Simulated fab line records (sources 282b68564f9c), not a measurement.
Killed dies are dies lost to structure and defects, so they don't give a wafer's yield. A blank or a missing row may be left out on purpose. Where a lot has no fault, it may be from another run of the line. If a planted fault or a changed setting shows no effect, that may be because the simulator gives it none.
Which of the tools did it? || flow ritCmos || 13 lots, 38 wafers sampled, at 6 steps of a route of 202

== WHAT EACH GAUGE READ, for each wafer ==
RIT_NSD_TW_MEAS_10. Usual: NSD_TW typically reads 3123, with standard deviation 32.
{"lot": "L337", "measured": "day 3 05:06", "on": "filmMetro-04", "NSD_TW": "3118 3130 3111", "flag": ""}
{"lot": "L340", "measured": "day 3 22:43", "on": "filmMetro-01", "NSD_TW": "3160 3169 3157", "flag": ""}
{"lot": "L341", "measured": "day 4 09:01", "on": "filmMetro-01", "NSD_TW": "3165 3208 3183", "flag": ""}
{"lot": "L343", "measured": "day 4 23:52", "on": "filmMetro-04", "NSD_TW": "3118 3130 3136", "flag": ""}
{"lot": "L344", "measured": "day 5 09:14", "on": "filmMetro-02", "NSD_TW": "3103 3081 3104", "flag": ""}
{"lot": "L345", "measured": "day 5 13:01", "on": "filmMetro-04", "NSD_TW": "3108 3111 3103", "flag": ""}
{"lot": "L349", "measured": "day 6 11:08", "on": "filmMetro-01", "NSD_TW": "3158 3152 3155", "flag": ""}
{"lot": "L348", "measured": "day 6 11:23", "on": "filmMetro-01", "NSD_TW": "3157 3151", "flag": ""}
{"lot": "L352", "measured": "day 7 01:11", "on": "filmMetro-04", "NSD_TW": "3112 3125 3104", "flag": ""}
{"lot": "L354", "measured": "day 7 02:35", "on": "filmMetro-02", "NSD_TW": "3079 3084 3079", "flag": ""}
{"lot": "L355", "measured": "day 7 14:20", "on": "filmMetro-04", "NSD_TW": "3104 3124 3129", "flag": ""}
{"lot": "L360", "measured": "day 8 04:17", "on": "filmMetro-02", "NSD_TW": "3076 3100 3097", "flag": ""}
{"lot": "L359", "measured": "day 8 05:14", "on": "filmMetro-04", "NSD_TW": "3109 3107 3103", "flag": ""}

RIT_CONTACT_CD_MEAS_90: the cd target is 1000 nm. Usual: cdNm at 1000.0 nm, with a standard deviation of 2.7.
{"lot": "L337", "measured": "day 3 09:56", "on": "cdSem-01", "cdNm (nm)": "999.9 1001.2 1001.8", "flag": ""}
{"lot": "L340", "measured": "day 4 03:22", "on": "cdSem-01", "cdNm (nm)": "1005.4 1001.9 1003.3", "flag": ""}
{"lot": "L341", "measured": "day 4 13:49", "on": "cdSem-01", "cdNm (nm)": "1002.2 1000.8 1001.1", "flag": ""}
{"lot": "L343", "measured": "day 5 05:09", "on": "cdSem-01", "cdNm (nm)": "1002.8 1004.2 1002.9", "flag": ""}
{"lot": "L344", "measured": "day 5 14:02", "on": "cdSem-01", "cdNm (nm)": "999.6 997.8 1000.7", "flag": ""}
{"lot": "L345", "measured": "day 5 18:11", "on": "cdSem-01", "cdNm (nm)": "1001.8 1002.5 1003.5", "flag": ""}
{"lot": "L349", "measured": "day 6 16:44", "on": "cdSem-02", "cdNm (nm)": "999.7 998.3 998.7", "flag": ""}
{"lot": "L348", "measured": "day 6 16:59", "on": "cdSem-01", "cdNm (nm)": "999.4 1000.4", "flag": ""}
{"lot": "L352", "measured": "day 7 06:01", "on": "cdSem-01", "cdNm (nm)": "997.1 994.1 997.2", "flag": ""}
{"lot": "L354", "measured": "day 7 08:16", "on": "cdSem-01", "cdNm (nm)": "998.8 996.9 999.3", "flag": ""}
{"lot": "L355", "measured": "day 7 19:31", "on": "cdSem-02", "cdNm (nm)": "1003.1 1000.4 999.4", "flag": ""}
{"lot": "L360", "measured": "day 8 08:57", "on": "cdSem-01", "cdNm (nm)": "1002.6 1005.2 1002.9", "flag": ""}
{"lot": "L359", "measured": "day 8 10:00", "on": "cdSem-01", "cdNm (nm)": "1002.3 1004.4 999.6", "flag": ""}

RIT_M1_RS_MEAS_01: measures by four-point-probe. Usual: M1_AL_RS typically reads 0.0732 ohm/sq, with standard deviation 0.00076.
{"lot": "L337", "measured": "day 3 10:41", "on": "filmMetro-01", "M1_AL_RS (ohm/sq)": "0.0747 0.0749 0.0753", "flag": ""}
{"lot": "L340", "measured": "day 4 04:08", "on": "filmMetro-02", "M1_AL_RS (ohm/sq)": "0.0716 0.0724 0.0725", "flag": ""}
{"lot": "L341", "measured": "day 4 14:36", "on": "filmMetro-04", "M1_AL_RS (ohm/sq)": "0.0732 0.0738 0.0736", "flag": ""}
{"lot": "L343", "measured": "day 5 05:55", "on": "filmMetro-01", "M1_AL_RS (ohm/sq)": "0.0721 0.0719 0.0724", "flag": ""}
{"lot": "L344", "measured": "day 5 14:49", "on": "filmMetro-04", "M1_AL_RS (ohm/sq)": "0.0725 0.0727 0.0724", "flag": ""}
{"lot": "L345", "measured": "day 5 18:57", "on": "filmMetro-04", "M1_AL_RS (ohm/sq)": "0.0743 0.0738 0.1948", "flag": "OFF"}
{"lot": "L349", "measured": "day 6 17:30", "on": "filmMetro-01", "M1_AL_RS (ohm/sq)": "0.0731 0.0736 0.0738", "flag": ""}
{"lot": "L348", "measured": "day 6 17:45", "on": "filmMetro-01", "M1_AL_RS (ohm/sq)": "0.0738 0.0740", "flag": ""}
{"lot": "L352", "measured": "day 7 06:49", "on": "filmMetro-02", "M1_AL_RS (ohm/sq)": "0.0723 0.0723 0.0723", "flag": ""}
{"lot": "L354", "measured": "day 7 09:04", "on": "filmMetro-01", "M1_AL_RS (ohm/sq)": "0.0725 0.0725 0.0724", "flag": ""}
{"lot": "L355", "measured": "day 7 20:17", "on": "filmMetro-02", "M1_AL_RS (ohm/sq)": "0.0731 0.0732 0.0732", "flag": ""}
{"lot": "L360", "measured": "day 8 09:43", "on": "filmMetro-02", "M1_AL_RS (ohm/sq)": "0.0740 0.0743 0.0742", "flag": ""}
{"lot": "L359", "measured": "day 8 10:46", "on": "filmMetro-04", "M1_AL_RS (ohm/sq)": "0.0733 0.0728 0.0732", "flag": ""}

RIT_M1_THK_MEAS_02: measures by xrf. Usual: M1_AL_THK typically reads 401 nm, with standard deviation 4.6.
{"lot": "L337", "measured": "day 3 10:49", "on": "filmMetro-01", "M1_AL_THK (nm)": "394 390 390", "flag": ""}
{"lot": "L340", "measured": "day 4 04:15", "on": "filmMetro-02", "M1_AL_THK (nm)": "408 401 404", "flag": ""}
{"lot": "L341", "measured": "day 4 14:42", "on": "filmMetro-04", "M1_AL_THK (nm)": "402 397 399", "flag": ""}
{"lot": "L343", "measured": "day 5 06:01", "on": "filmMetro-01", "M1_AL_THK (nm)": "410 409 403", "flag": ""}
{"lot": "L344", "measured": "day 5 14:55", "on": "filmMetro-04", "M1_AL_THK (nm)": "407 407 408", "flag": ""}
{"lot": "L345", "measured": "day 5 19:04", "on": "filmMetro-04", "M1_AL_THK (nm)": "397 399 160", "flag": "OFF"}
{"lot": "L349", "measured": "day 6 17:37", "on": "filmMetro-01", "M1_AL_THK (nm)": "403 399 399", "flag": ""}
{"lot": "L348", "measured": "day 6 17:52", "on": "filmMetro-01", "M1_AL_THK (nm)": "397 396", "flag": ""}
{"lot": "L352", "measured": "day 7 06:56", "on": "filmMetro-02", "M1_AL_THK (nm)": "401 402 403", "flag": ""}
{"lot": "L354", "measured": "day 7 09:10", "on": "filmMetro-01", "M1_AL_THK (nm)": "405 403 404", "flag": ""}
{"lot": "L355", "measured": "day 7 20:24", "on": "filmMetro-02", "M1_AL_THK (nm)": "400 398 396", "flag": ""}
{"lot": "L360", "measured": "day 8 09:49", "on": "filmMetro-02", "M1_AL_THK (nm)": "396 396 396", "flag": ""}
{"lot": "L359", "measured": "day 8 10:52", "on": "filmMetro-04", "M1_AL_THK (nm)": "401 405 401", "flag": ""}

RIT_M1_OVL_MEAS_10. Usual: M1_OVL typically reads 0.7 nm, with standard deviation 1.4.
{"lot": "L337", "measured": "day 3 12:00", "on": "overlay-01", "M1_OVL (nm)": "0.5 2.0 2.4", "flag": ""}
{"lot": "L340", "measured": "day 4 05:18", "on": "overlay-02", "M1_OVL (nm)": "2.1 1.0 1.1", "flag": ""}
{"lot": "L341", "measured": "day 4 15:48", "on": "overlay-02", "M1_OVL (nm)": "1.9 -0.2 1.5", "flag": ""}
{"lot": "L343", "measured": "day 5 07:05", "on": "overlay-02", "M1_OVL (nm)": "2.7 1.7 1.7", "flag": ""}
{"lot": "L344", "measured": "day 5 16:06", "on": "overlay-02", "M1_OVL (nm)": "-2.3 0.4 -2.1", "flag": ""}
{"lot": "L345", "measured": "day 5 20:15", "on": "overlay-02", "M1_OVL (nm)": "-0.6 -1.2 -1.4", "flag": ""}
{"lot": "L349", "measured": "day 6 19:22", "on": "overlay-01", "M1_OVL (nm)": "1.2 -0.7 -0.4", "flag": ""}
{"lot": "L348", "measured": "day 6 19:58", "on": "overlay-01", "M1_OVL (nm)": "1.6 -0.3", "flag": ""}
{"lot": "L352", "measured": "day 7 08:29", "on": "overlay-01", "M1_OVL (nm)": "0.5 0.8 0.5", "flag": ""}
{"lot": "L354", "measured": "day 7 10:21", "on": "overlay-02", "M1_OVL (nm)": "1.0 -0.2 -1.7", "flag": ""}
{"lot": "L355", "measured": "day 7 21:27", "on": "overlay-01", "M1_OVL (nm)": "0.7 0.9 -1.3", "flag": ""}
{"lot": "L360", "measured": "day 8 11:06", "on": "overlay-01", "M1_OVL (nm)": "2.3 0.9 1.4", "flag": ""}
{"lot": "L359", "measured": "day 8 11:55", "on": "overlay-01", "M1_OVL (nm)": "0.1 2.0 0.4", "flag": ""}

== EACH LOT AND THE TOOL THAT RAN IT (in order: tool; ch and the chambers of the sampled wafers; start) ==
{"lot": "L337", "RIT_M1_SPUTTER_00": "pvdSputter-01, day 3 10:24"}
{"lot": "L340", "RIT_M1_SPUTTER_00": "pvdSputter-02, day 4 03:49"}
{"lot": "L341", "RIT_M1_SPUTTER_00": "pvdSputter-01, day 4 14:16"}
{"lot": "L343", "RIT_M1_SPUTTER_00": "pvdSputter-01, day 5 05:36"}
{"lot": "L344", "RIT_M1_SPUTTER_00": "pvdSputter-02, day 5 14:29"}
{"lot": "L345", "RIT_M1_SPUTTER_00": "pvdSputter-01, day 5 18:39"}
{"lot": "L349", "RIT_M1_SPUTTER_00": "pvdSputter-02, day 6 17:13"}
{"lot": "L348", "RIT_M1_SPUTTER_00": "pvdSputter-01, day 6 17:28"}
{"lot": "L352", "RIT_M1_SPUTTER_00": "pvdSputter-02, day 7 06:30"}
{"lot": "L354", "RIT_M1_SPUTTER_00": "pvdSputter-03, day 7 08:44"}
{"lot": "L355", "RIT_M1_SPUTTER_00": "pvdSputter-02, day 7 19:58"}
{"lot": "L360", "RIT_M1_SPUTTER_00": "pvdSputter-02, day 8 09:24"}
{"lot": "L359", "RIT_M1_SPUTTER_00": "pvdSputter-03, day 8 10:26"}
- RIT_M1_SPUTTER_00: material Al, target thk 400 nm, time 500 s.

== WHAT THE TOOLS THEMSELVES READ (means of the sampled wafers that have a number; where no wafer has one, the mark that the record gives instead) ==
RIT_M1_SPUTTER_00. Usual: throttleValvePct at 30.3 %, with a standard deviation of 1.2.
{"lot": "L337", "tool": "pvdSputter-01", "throttleValvePct (%)": 30.0, "flag": ""}
{"lot": "L340", "tool": "pvdSputter-02", "throttleValvePct (%)": 30.7, "flag": ""}
{"lot": "L341", "tool": "pvdSputter-01", "throttleValvePct (%)": 30.5, "flag": ""}
{"lot": "L343", "tool": "pvdSputter-01", "throttleValvePct (%)": 30.8, "flag": ""}
{"lot": "L344", "tool": "pvdSputter-02", "throttleValvePct (%)": 29.9, "flag": ""}
{"lot": "L345", "tool": "pvdSputter-01", "throttleValvePct (%)": 30.2, "flag": ""}
{"lot": "L349", "tool": "pvdSputter-02", "throttleValvePct (%)": 30.0, "flag": ""}
{"lot": "L348", "tool": "pvdSputter-01", "throttleValvePct (%)": 29.9, "flag": ""}
{"lot": "L352", "tool": "pvdSputter-02", "throttleValvePct (%)": 31.0, "flag": ""}
{"lot": "L354", "tool": "pvdSputter-03", "throttleValvePct (%)": 31.1, "flag": ""}
{"lot": "L355", "tool": "pvdSputter-02", "throttleValvePct (%)": 30.0, "flag": ""}
{"lot": "L360", "tool": "pvdSputter-02", "throttleValvePct (%)": 30.3, "flag": ""}
{"lot": "L359", "tool": "pvdSputter-03", "throttleValvePct (%)": 30.1, "flag": ""}

== THE ANSWER, worked out from the rows above alone ==
Rule: take the mean of a lot's wafers that have a number; if it is more than 3 standard deviations from the usual mean, the lot is off. Also off: a lot with no number at a reading for which 4 or more lots have one. Any other lot the step has rows for is counted as sound. Order of review: gauges by route order, followed by the tools' own readings, for which a lot's mean as printed above is used. At the first step where some lot is off, the reading lying furthest off is the one used; lots without a number count as furthest.
Off: at RIT_M1_RS_MEAS_01 (M1_AL_RS), L345.
A tool fits if, at a process step before that reading, it ran every lot that is off, and no sound lot after the first of them. Those tools and the gauges at RIT_M1_RS_MEAS_01 are tried in the same way. No candidate that was tried fits.

== WHAT WAS PUT IN BY THE SIMULATOR ==
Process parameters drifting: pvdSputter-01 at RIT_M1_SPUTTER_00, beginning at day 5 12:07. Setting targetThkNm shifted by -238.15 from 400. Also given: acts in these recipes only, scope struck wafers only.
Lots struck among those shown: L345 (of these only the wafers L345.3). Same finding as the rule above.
